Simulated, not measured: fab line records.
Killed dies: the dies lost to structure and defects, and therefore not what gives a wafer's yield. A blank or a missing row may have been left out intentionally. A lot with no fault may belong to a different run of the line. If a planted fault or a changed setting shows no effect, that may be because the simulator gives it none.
fab line records :: flow ritCmos
record
  lots=7
  wafers=21
  lastDay=7
route steps=202 shown PLDD@122 SPACER@125 NSD@131
lots untouched by any fault: they come from a run of this same line in which no faults occurred
startH: start of the lot's first displayed wafer, in hours after the record's first day :: waitH: hours from the lot's prior step to this one :: " repeats the value in the row above :: L1.1+2: a row that stands for several wafers :: - either no value or no given start :: * or withheld: withheld :: < > ~ a bound
route shown NAME@n: NAME is a module with steps in the file, n the number in the route of the first one :: usual: mean/standard deviation of fault-free wafers :: same: alike in all rows :: chamber/n: place in a boat :: sites: each site's reading :: _std_site: standard deviation across them :: _edge_site: inner sites' mean taken away from outer sites' mean :: radiusMm: for every site, how far away it sits from the centre of the wafer :: mask NAME#n: copy n :: behind: the tool/chamber that last shaped the wafer :: hold: the reason the lot was held/the length of the hold in hours/how it ended :: device: whichever transistor did not switch (one of n, p or np) :: end of line: the route-end tests of the same wafers :: a step without rows: its recipe alone :: killed: not the wafer's yield, but the dies lost to structure and defects at the first sort :: map: shows each die of a wafer: x if killed, . if not, _ if none is there
set.NAME: setting as actually run; set.NAME@STEP: the setting as run at that earlier step :: model.NAME: the simulator's own value behind a step, which no gauge read
lots seen at some steps along the route; tables by step, rows by wafer
services: when a tool's chamber went out of use (startH, in hours from the record's first day, below 0 if earlier), for how many hours, and the reason
## steps
# step RIT_PLDD_IMPLANT_08
# recipe
  species=BF2
  energyKev=20
  doseCm2=9e+14
  tiltDeg=7
# step RIT_PLDD_STRIP_09
# recipe
  chemistry=O2
  timeS=180
  resist=NOVOLAK
  platenTempC=withheld
  powerW=500
  pressureMtorr=4000
  o2FlowSccm=4000
# usual
  drypumpMotorCurrentA=5.6/0.46
  o2FlowSccm=4002/12
lot.wafer: L325.2
tool: plasmaAsher-03
chamber: 1
startH: 43.04
waitH: 0.1
drypumpMotorCurrentA: 5.8
o2FlowSccm: 3992
rfHoursCounterH: 38

lot.wafer: L325.4
tool: plasmaAsher-03
chamber: 1
startH: 43.04
waitH: 0.1
drypumpMotorCurrentA: 5.8
o2FlowSccm: 3992
rfHoursCounterH: -

lot.wafer: L325.5
tool: plasmaAsher-03
chamber: 0
startH: 43.04
waitH: 0.1
drypumpMotorCurrentA: 6.0
o2FlowSccm: 4017
rfHoursCounterH: -

lot.wafer: L328.2
tool: plasmaAsher-02
chamber: 1
startH: 59.25
waitH: 0.1
drypumpMotorCurrentA: 5.8
o2FlowSccm: 4023
rfHoursCounterH: 43

lot.wafer: L328.5
tool: plasmaAsher-02
chamber: 0
startH: 59.25
waitH: 0.1
drypumpMotorCurrentA: 5.9
o2FlowSccm: 4010
rfHoursCounterH: -

lot.wafer: L328.6
tool: plasmaAsher-02
chamber: 1
startH: 59.25
waitH: 0.1
drypumpMotorCurrentA: 5.8
o2FlowSccm: 4019
rfHoursCounterH: -

lot.wafer: L330.1
tool: plasmaAsher-03
chamber: 0
startH: 68.36
waitH: 0.1
drypumpMotorCurrentA: 6.0
o2FlowSccm: 4001
rfHoursCounterH: 41

lot.wafer: L330.5
tool: plasmaAsher-03
chamber: 1
startH: 68.36
waitH: 0.1
drypumpMotorCurrentA: 5.8
o2FlowSccm: 3997
rfHoursCounterH: -

lot.wafer: L330.6
tool: plasmaAsher-03
chamber: 0
startH: 68.36
waitH: 0.1
drypumpMotorCurrentA: 5.9
o2FlowSccm: 4023
rfHoursCounterH: -

lot.wafer: L344.3
tool: plasmaAsher-02
chamber: 1
startH: 139.59
waitH: 0.1
drypumpMotorCurrentA: 5.8
o2FlowSccm: 4011
rfHoursCounterH: -

lot.wafer: L344.5
tool: plasmaAsher-02
chamber: 1
startH: 139.59
waitH: 0.1
drypumpMotorCurrentA: 5.8
o2FlowSccm: 3992
rfHoursCounterH: -

lot.wafer: L344.6
tool: plasmaAsher-02
chamber: 0
startH: 139.59
waitH: 0.1
drypumpMotorCurrentA: 5.9
o2FlowSccm: 4006
rfHoursCounterH: -

lot.wafer: L345.1
tool: plasmaAsher-01
chamber: 1
startH: 143.52
waitH: 0.1
drypumpMotorCurrentA: 5.1
o2FlowSccm: 4005
rfHoursCounterH: 50

lot.wafer: L345.4
tool: plasmaAsher-01
chamber: 1
startH: 143.52
waitH: 0.1
drypumpMotorCurrentA: 5.2
o2FlowSccm: 4005
rfHoursCounterH: -

lot.wafer: L345.6
tool: plasmaAsher-01
chamber: 1
startH: 143.52
waitH: 0.1
drypumpMotorCurrentA: 5.2
o2FlowSccm: 4012
rfHoursCounterH: -

lot.wafer: L346.1
tool: plasmaAsher-03
chamber: 0
startH: 149.01
waitH: 0.1
drypumpMotorCurrentA: 5.9
o2FlowSccm: 4019
rfHoursCounterH: 49

lot.wafer: L346.2
tool: plasmaAsher-03
chamber: 1
startH: 149.01
waitH: 0.1
drypumpMotorCurrentA: 5.8
o2FlowSccm: 3997
rfHoursCounterH: 49

lot.wafer: L346.5
tool: plasmaAsher-03
chamber: 0
startH: 149.01
waitH: 0.1
drypumpMotorCurrentA: 6.0
o2FlowSccm: 4011
rfHoursCounterH: -

lot.wafer: L348.1
tool: plasmaAsher-03
chamber: 1
startH: 158.71
waitH: 0.1
drypumpMotorCurrentA: 5.8
o2FlowSccm: 3991
rfHoursCounterH: 50

lot.wafer: L348.3
tool: plasmaAsher-03
chamber: 0
startH: 158.71
waitH: 0.1
drypumpMotorCurrentA: 6.0
o2FlowSccm: 4017
rfHoursCounterH: -

lot.wafer: L348.5
tool: plasmaAsher-03
chamber: 1
startH: 158.71
waitH: 0.1
drypumpMotorCurrentA: 5.8
o2FlowSccm: 4006
rfHoursCounterH: -
# step RIT_PLDD_TW_MEAS_10
# usual
  PLDD_TW=2358/12
lot.wafer: L325.2
tool: filmMetro-04
chamber: -
startH: 43.22
waitH: 0.1
PLDD_TW: 2350

lot.wafer: L325.4
tool: filmMetro-04
chamber: -
startH: 43.22
waitH: 0.1
PLDD_TW: 2351

lot.wafer: L325.5
tool: filmMetro-04
chamber: -
startH: 43.22
waitH: 0.1
PLDD_TW: 2350

lot.wafer: L328.2
tool: filmMetro-03
chamber: -
startH: 59.43
waitH: 0.1
PLDD_TW: 2385

lot.wafer: L328.5
tool: filmMetro-03
chamber: -
startH: 59.43
waitH: 0.1
PLDD_TW: 2383

lot.wafer: L328.6
tool: filmMetro-03
chamber: -
startH: 59.43
waitH: 0.1
PLDD_TW: 2371

lot.wafer: L330.1
tool: filmMetro-04
chamber: -
startH: 68.54
waitH: 0.1
PLDD_TW: 2332

lot.wafer: L330.5
tool: filmMetro-04
chamber: -
startH: 68.54
waitH: 0.1
PLDD_TW: 2343

lot.wafer: L330.6
tool: filmMetro-04
chamber: -
startH: 68.54
waitH: 0.1
PLDD_TW: 2328

lot.wafer: L344.3
tool: filmMetro-04
chamber: -
startH: 139.73
waitH: 0.1
PLDD_TW: 2358

lot.wafer: L344.5
tool: filmMetro-04
chamber: -
startH: 139.73
waitH: 0.1
PLDD_TW: 2351

lot.wafer: L344.6
tool: filmMetro-04
chamber: -
startH: 139.73
waitH: 0.1
PLDD_TW: 2367

lot.wafer: L345.1
tool: filmMetro-01
chamber: -
startH: 143.70
waitH: 0.1
PLDD_TW: 2356

lot.wafer: L345.4
tool: filmMetro-01
chamber: -
startH: 143.70
waitH: 0.1
PLDD_TW: 2355

lot.wafer: L345.6
tool: filmMetro-01
chamber: -
startH: 143.70
waitH: 0.1
PLDD_TW: 2371

lot.wafer: L346.1
tool: filmMetro-04
chamber: -
startH: 149.19
waitH: 0.1
PLDD_TW: 2342

lot.wafer: L346.2
tool: filmMetro-04
chamber: -
startH: 149.19
waitH: 0.1
PLDD_TW: 2343

lot.wafer: L346.5
tool: filmMetro-04
chamber: -
startH: 149.19
waitH: 0.1
PLDD_TW: 2345

lot.wafer: L348.1
tool: filmMetro-03
chamber: -
startH: 158.89
waitH: 0.1
PLDD_TW: 2363

lot.wafer: L348.3
tool: filmMetro-03
chamber: -
startH: 158.89
waitH: 0.1
PLDD_TW: 2359

lot.wafer: L348.5
tool: filmMetro-03
chamber: -
startH: 158.89
waitH: 0.1
PLDD_TW: 2357
# step RIT_SPACER_CLEAN_00
# recipe
  chemistry=SC1
  mix=3:3:50
  timeS=600
  tempC=75
# step RIT_SPACER_CLEAN_01
# recipe
  chemistry=dHF
  dilution=50:1
  timeS=30
# step RIT_SPACER_CLEAN_02
# recipe
  chemistry=SC2
  mix=3:3:50
  timeS=600
  tempC=75
  dry=n2Spin
# step RIT_SPACER_CVD_03
# recipe
  material=Si3N4
  targetThkNm=250
  tempC=810
  precursor=SiH2Cl2/NH3
  timeS=3300
  pressureMtorr=300
  sih2cl2FlowSccm=60
  nh3FlowSccm=150
# step RIT_SPACER_THK_MEAS_04
# recipe
  reads=Si3N4_of_SPACER_CVD_03
# usual
  SPACER_NITRIDE_THK=249.3/2.4
lot.wafer: L325.2
tool: filmMetro-03
chamber: -
startH: 45.57
waitH: 0.0
SPACER_NITRIDE_THK[nm]: 248.3

lot.wafer: L325.4
tool: filmMetro-03
chamber: -
startH: 45.57
waitH: 0.0
SPACER_NITRIDE_THK[nm]: 248.4

lot.wafer: L325.5
tool: filmMetro-03
chamber: -
startH: 45.57
waitH: 0.0
SPACER_NITRIDE_THK[nm]: 246.9

lot.wafer: L328.2
tool: filmMetro-04
chamber: -
startH: 61.79
waitH: 0.0
SPACER_NITRIDE_THK[nm]: 253.0

lot.wafer: L328.5
tool: filmMetro-04
chamber: -
startH: 61.79
waitH: 0.0
SPACER_NITRIDE_THK[nm]: 253.1

lot.wafer: L328.6
tool: filmMetro-04
chamber: -
startH: 61.79
waitH: 0.0
SPACER_NITRIDE_THK[nm]: 251.2

lot.wafer: L330.1
tool: filmMetro-02
chamber: -
startH: 70.90
waitH: 0.0
SPACER_NITRIDE_THK[nm]: 253.2

lot.wafer: L330.5
tool: filmMetro-02
chamber: -
startH: 70.90
waitH: 0.0
SPACER_NITRIDE_THK[nm]: 254.3

lot.wafer: L330.6
tool: filmMetro-02
chamber: -
startH: 70.90
waitH: 0.0
SPACER_NITRIDE_THK[nm]: 252.1

lot.wafer: L344.3
tool: filmMetro-03
chamber: -
startH: 142.11
waitH: 0.0
SPACER_NITRIDE_THK[nm]: 251.7

lot.wafer: L344.5
tool: filmMetro-03
chamber: -
startH: 142.11
waitH: 0.0
SPACER_NITRIDE_THK[nm]: 248.2

lot.wafer: L344.6
tool: filmMetro-03
chamber: -
startH: 142.11
waitH: 0.0
SPACER_NITRIDE_THK[nm]: 249.3

lot.wafer: L345.1
tool: filmMetro-04
chamber: -
startH: 146.28
waitH: 0.0
SPACER_NITRIDE_THK[nm]: 244.9

lot.wafer: L345.4
tool: filmMetro-04
chamber: -
startH: 146.28
waitH: 0.0
SPACER_NITRIDE_THK[nm]: 245.9

lot.wafer: L345.6
tool: filmMetro-04
chamber: -
startH: 146.28
waitH: 0.0
SPACER_NITRIDE_THK[nm]: 245.9

lot.wafer: L346.1
tool: filmMetro-03
chamber: -
startH: 151.71
waitH: 0.0
SPACER_NITRIDE_THK[nm]: 251.1

lot.wafer: L346.2
tool: filmMetro-03
chamber: -
startH: 151.71
waitH: 0.0
SPACER_NITRIDE_THK[nm]: 248.6

lot.wafer: L346.5
tool: filmMetro-03
chamber: -
startH: 151.71
waitH: 0.0
SPACER_NITRIDE_THK[nm]: 249.0

lot.wafer: L348.1
tool: filmMetro-04
chamber: -
startH: 161.28
waitH: 0.0
SPACER_NITRIDE_THK[nm]: 247.4

lot.wafer: L348.3
tool: filmMetro-04
chamber: -
startH: 161.28
waitH: 0.0
SPACER_NITRIDE_THK[nm]: 246.9

lot.wafer: L348.5
tool: filmMetro-04
chamber: -
startH: 161.28
waitH: 0.0
SPACER_NITRIDE_THK[nm]: 247.1
# step RIT_SPACER_ETCHBACK_05
# recipe
  targetDepthA=2500
  SF6_flow_sccm=30
  CHF3_flow_sccm=30
  target=Si3N4
  chemistry=SF6/CHF3
  pressureMtorr=40
  rfW=241.3
  timeS=240
  stopOn=SiO2
# usual
  drypumpMotorCurrentA=5.8/0.44
  oesProductAu=0.840/0.013
  throttleValvePct=10.29/0.17
lot.wafer: L325.2
tool: rieDiel-04
chamber: 2
startH: 45.62
waitH: 0.0
drypumpMotorCurrentA: 5.3
oesProductAu: 0.830
rfHoursCounterH: 6
throttleValvePct: 10.56

lot.wafer: L325.4
tool: rieDiel-04
chamber: 1
startH: 45.62
waitH: 0.0
drypumpMotorCurrentA: 6.1
oesProductAu: 0.841
rfHoursCounterH: 43
throttleValvePct: 10.02

lot.wafer: L325.5
tool: rieDiel-04
chamber: 3
startH: 45.62
waitH: 0.0
drypumpMotorCurrentA: 5.1
oesProductAu: 0.819
rfHoursCounterH: -
throttleValvePct: 10.57

lot.wafer: L328.2
tool: rieDiel-02
chamber: 2
startH: 61.84
waitH: 0.0
drypumpMotorCurrentA: 5.5
oesProductAu: 0.842
rfHoursCounterH: 151
throttleValvePct: 10.37

lot.wafer: L328.5
tool: rieDiel-02
chamber: 3
startH: 61.84
waitH: 0.0
drypumpMotorCurrentA: 6.2
oesProductAu: 0.839
rfHoursCounterH: -
throttleValvePct: 10.44

lot.wafer: L328.6
tool: rieDiel-02
chamber: 0
startH: 61.84
waitH: 0.0
drypumpMotorCurrentA: 5.1
oesProductAu: 0.851
rfHoursCounterH: -
throttleValvePct: 10.29

lot.wafer: L330.1
tool: rieDiel-04
chamber: 2
startH: 70.96
waitH: 0.1
drypumpMotorCurrentA: 5.4
oesProductAu: 0.847
rfHoursCounterH: 6
throttleValvePct: 10.55

lot.wafer: L330.5
tool: rieDiel-04
chamber: 2
startH: 70.96
waitH: 0.1
drypumpMotorCurrentA: 5.3
oesProductAu: 0.854
rfHoursCounterH: -
throttleValvePct: 10.57

lot.wafer: L330.6
tool: rieDiel-04
chamber: 0
startH: 70.96
waitH: 0.1
drypumpMotorCurrentA: 6.3
oesProductAu: 0.845
rfHoursCounterH: -
throttleValvePct: 10.07

lot.wafer: L344.3
tool: rieDiel-01
chamber: 2
startH: 142.15
waitH: 0.0
drypumpMotorCurrentA: 6.2
oesProductAu: 0.865
rfHoursCounterH: 53
throttleValvePct: 10.19

lot.wafer: L344.5
tool: rieDiel-01
chamber: 2
startH: 142.15
waitH: 0.0
drypumpMotorCurrentA: 6.2
oesProductAu: 0.853
rfHoursCounterH: -
throttleValvePct: 10.19

lot.wafer: L344.6
tool: rieDiel-01
chamber: 3
startH: 142.15
waitH: 0.0
drypumpMotorCurrentA: 5.5
oesProductAu: 0.832
rfHoursCounterH: -
throttleValvePct: 10.26

lot.wafer: L345.1
tool: rieDiel-04
chamber: 2
startH: 146.34
waitH: 0.1
drypumpMotorCurrentA: 5.4
oesProductAu: 0.821
rfHoursCounterH: 8
throttleValvePct: 10.54

lot.wafer: L345.4
tool: rieDiel-04
chamber: 0
startH: 146.34
waitH: 0.1
drypumpMotorCurrentA: 6.3
oesProductAu: 0.831
rfHoursCounterH: 104
throttleValvePct: 10.06

lot.wafer: L345.6
tool: rieDiel-04
chamber: 1
startH: 146.34
waitH: 0.1
drypumpMotorCurrentA: 6.1
oesProductAu: 0.831
rfHoursCounterH: -
throttleValvePct: 10.01

lot.wafer: L346.1
tool: rieDiel-02
chamber: 0
startH: 151.77
waitH: 0.1
drypumpMotorCurrentA: 5.1
oesProductAu: 0.851
rfHoursCounterH: 28
throttleValvePct: 10.29

lot.wafer: L346.2
tool: rieDiel-02
chamber: 1
startH: 151.77
waitH: 0.1
drypumpMotorCurrentA: 6.4
oesProductAu: 0.838
rfHoursCounterH: 4
throttleValvePct: 10.41

lot.wafer: L346.5
tool: rieDiel-02
chamber: 3
startH: 151.77
waitH: 0.1
drypumpMotorCurrentA: 6.2
oesProductAu: 0.832
rfHoursCounterH: -
throttleValvePct: 10.40

lot.wafer: L348.1
tool: rieDiel-01
chamber: 3
startH: 161.34
waitH: 0.1
drypumpMotorCurrentA: 5.5
oesProductAu: 0.829
rfHoursCounterH: 6
throttleValvePct: 10.25

lot.wafer: L348.3
tool: rieDiel-01
chamber: 2
startH: 161.34
waitH: 0.1
drypumpMotorCurrentA: 6.2
oesProductAu: 0.846
rfHoursCounterH: 54
throttleValvePct: 10.17

lot.wafer: L348.5
tool: rieDiel-01
chamber: 1
startH: 161.34
waitH: 0.1
drypumpMotorCurrentA: 5.8
oesProductAu: 0.819
rfHoursCounterH: -
throttleValvePct: 10.31
# step RIT_NSD_HMDS_00
# recipe
  primeTimeS=60
  primeTempC=140
# step RIT_NSD_COAT_01
# recipe
  resist=NOVOLAK
  spinRpm=3250
  resistThkNm=1000
# step RIT_NSD_SOFTBAKE_02
# recipe
  resist=NOVOLAK
  tempC=90
  timeS=60
# step RIT_NSD_EXPOSE_03
# recipe
  maskId=M9
  na=0.57
  targetCdNm=40700
  doseMj=250
# usual
  exposureDoseMJCm2=250.04/0.24
  focusOffsetNm=0.0/0.55
lot.wafer: L325.2
tool: ilineStepper-02
chamber: 0
startH: 46.36
waitH: 0.2
mask: M9#0
exposureDoseMJCm2: 249.98
focusOffsetNm: -0.2

lot.wafer: L325.4
tool: ilineStepper-02
chamber: 0
startH: 46.36
waitH: 0.2
mask: M9#0
exposureDoseMJCm2: 249.96
focusOffsetNm: -0.4

lot.wafer: L325.5
tool: ilineStepper-02
chamber: 0
startH: 46.36
waitH: 0.2
mask: M9#0
exposureDoseMJCm2: 249.91
focusOffsetNm: -0.3

lot.wafer: L328.2
tool: ilineStepper-01
chamber: 0
startH: 62.46
waitH: 0.1
mask: M9#0
exposureDoseMJCm2: 250.25
focusOffsetNm: -0.3

lot.wafer: L328.5
tool: ilineStepper-01
chamber: 0
startH: 62.46
waitH: 0.1
mask: M9#0
exposureDoseMJCm2: 249.81
focusOffsetNm: -0.4

lot.wafer: L328.6
tool: ilineStepper-01
chamber: 0
startH: 62.46
waitH: 0.1
mask: M9#0
exposureDoseMJCm2: 250.01
focusOffsetNm: -0.3

lot.wafer: L330.1
tool: ilineStepper-01
chamber: 0
startH: 71.63
waitH: 0.1
mask: M9#0
exposureDoseMJCm2: 249.97
focusOffsetNm: 0.2

lot.wafer: L330.5
tool: ilineStepper-01
chamber: 0
startH: 71.63
waitH: 0.1
mask: M9#0
exposureDoseMJCm2: 249.81
focusOffsetNm: 0.0

lot.wafer: L330.6
tool: ilineStepper-01
chamber: 0
startH: 71.63
waitH: 0.1
mask: M9#0
exposureDoseMJCm2: 250.28
focusOffsetNm: 0.0

lot.wafer: L344.3
tool: ilineStepper-01
chamber: -
startH: 142.79
waitH: 0.1
mask: M9#0
exposureDoseMJCm2: -
focusOffsetNm: -

lot.wafer: L344.5
tool: ilineStepper-01
chamber: -
startH: 142.79
waitH: 0.1
mask: M9#0
exposureDoseMJCm2: -
focusOffsetNm: -

lot.wafer: L344.6
tool: ilineStepper-01
chamber: -
startH: 142.79
waitH: 0.1
mask: M9#0
exposureDoseMJCm2: -
focusOffsetNm: -

lot.wafer: L345.1
tool: ilineStepper-02
chamber: -
startH: 147.09
waitH: 0.2
mask: M9#0
exposureDoseMJCm2: -
focusOffsetNm: -

lot.wafer: L345.4
tool: ilineStepper-02
chamber: -
startH: 147.09
waitH: 0.2
mask: M9#0
exposureDoseMJCm2: -
focusOffsetNm: -

lot.wafer: L345.6
tool: ilineStepper-02
chamber: -
startH: 147.09
waitH: 0.2
mask: M9#0
exposureDoseMJCm2: -
focusOffsetNm: -

lot.wafer: L346.1
tool: ilineStepper-01
chamber: -
startH: 152.72
waitH: 0.2
mask: M9#0
exposureDoseMJCm2: -
focusOffsetNm: -

lot.wafer: L346.2
tool: ilineStepper-01
chamber: -
startH: 152.72
waitH: 0.2
mask: M9#0
exposureDoseMJCm2: -
focusOffsetNm: -

lot.wafer: L346.5
tool: ilineStepper-01
chamber: -
startH: 152.72
waitH: 0.2
mask: M9#0
exposureDoseMJCm2: -
focusOffsetNm: -

lot.wafer: L348.1
tool: ilineStepper-02
chamber: 0
startH: 161.94
waitH: 0.1
mask: M9#0
exposureDoseMJCm2: 250.25
focusOffsetNm: -0.4

lot.wafer: L348.3
tool: ilineStepper-02
chamber: 0
startH: 161.94
waitH: 0.1
mask: M9#0
exposureDoseMJCm2: 250.40
focusOffsetNm: 0.7

lot.wafer: L348.5
tool: ilineStepper-02
chamber: 0
startH: 161.94
waitH: 0.1
mask: M9#0
exposureDoseMJCm2: 250.58
focusOffsetNm: 0.2
# step RIT_NSD_PEB_04
# recipe
  resist=NOVOLAK
  tempC=withheld
  timeS=withheld
## services
tool: rieDiel-04
chamber: 2
startH: 27.79
hours: 10.4
kind: repair

tool: rieDiel-01
chamber: 0
startH: 30.76
hours: 19.4
kind: repair

tool: rieDiel-01
chamber: 1
startH: 32.34
hours: 2.6
kind: repair

tool: rieDiel-02
chamber: -
startH: 39.46
hours: 1.9
kind: repair

tool: rieDiel-04
chamber: 1
startH: 46.52
hours: 11.5
kind: repair

tool: rieDiel-01
chamber: 1
startH: 50.16
hours: -
kind: clean

tool: rieDiel-01
chamber: 1
startH: 50.16
hours: 19.1
kind: scheduledDown

tool: rieDiel-01
chamber: 1
startH: 50.16
hours: 19.1
kind: ventCycle

tool: rieDiel-04
chamber: 1
startH: 58.94
hours: 12.4
kind: repair

tool: rieDiel-01
chamber: -
startH: 60.98
hours: 4.1
kind: repair

tool: rieDiel-04
chamber: 3
startH: 63.48
hours: 12.8
kind: repair

tool: rieDiel-01
chamber: -
startH: 67.61
hours: 0.7
kind: repair

tool: rieDiel-02
chamber: -
startH: 71.46
hours: 2.8
kind: pm

tool: rieDiel-04
chamber: 2
startH: 78.94
hours: 5.8
kind: repair

tool: ilineStepper-01
chamber: -
startH: 90.49
hours: 1.7
kind: pm

tool: plasmaAsher-02
chamber: -
startH: 108.75
hours: 9.0
kind: pm

tool: plasmaAsher-02
chamber: 0
startH: 108.75
hours: 9.0
kind: ventCycle

tool: plasmaAsher-02
chamber: 1
startH: 108.75
hours: 9.0
kind: ventCycle

tool: rieDiel-04
chamber: 3
startH: 114.91
hours: 13.8
kind: repair

tool: rieDiel-02
chamber: 3
startH: 117.52
hours: -
kind: clean

tool: rieDiel-04
chamber: 0
startH: 123.08
hours: 3.4
kind: repair

tool: ilineStepper-02
chamber: -
startH: 126.80
hours: 1.7
kind: pm

tool: rieDiel-02
chamber: 2
startH: 126.91
hours: 3.8
kind: repair

tool: rieDiel-04
chamber: 2
startH: 154.73
hours: 7.5
kind: repair
## key
firstSign
  step=RIT_NSD_EXPOSE_03
  reading=toolRecord
  direction=missing
effect none on later readings
metAt RIT_NSD_EXPOSE_03
struckWafers L344.3,L344.5,L344.6,L345.1,L345.4,L345.6,L346.1,L346.2,L346.5
sortLeftOut L344.3,L344.5,L344.6,L345.1,L345.4,L345.6,L346.1,L346.2,L346.5
testerLeftOut L344,L345,L346
onsetBetween 71.63 142.79
fault
  kind=skippedStepWhole
  tool=ilineStepper-01,ilineStepper-02
  chamber=-
  onsetH=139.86
  steps=RIT_NSD_EXPOSE_03
  scope=struckLotsOnly
# testerLeftOut: of these lots the tester's yield and bins aren't shown, on N5 and GAA mostly nor the transistor test; their killed dies are dies lost to structure and defects alone, not to doping, threshold or leakage, so they don't give the yield
# sortLeftOut: the simulated sort isn't trusted on such a fault, so these wafers' sort isn't shown, and their yield isn't known
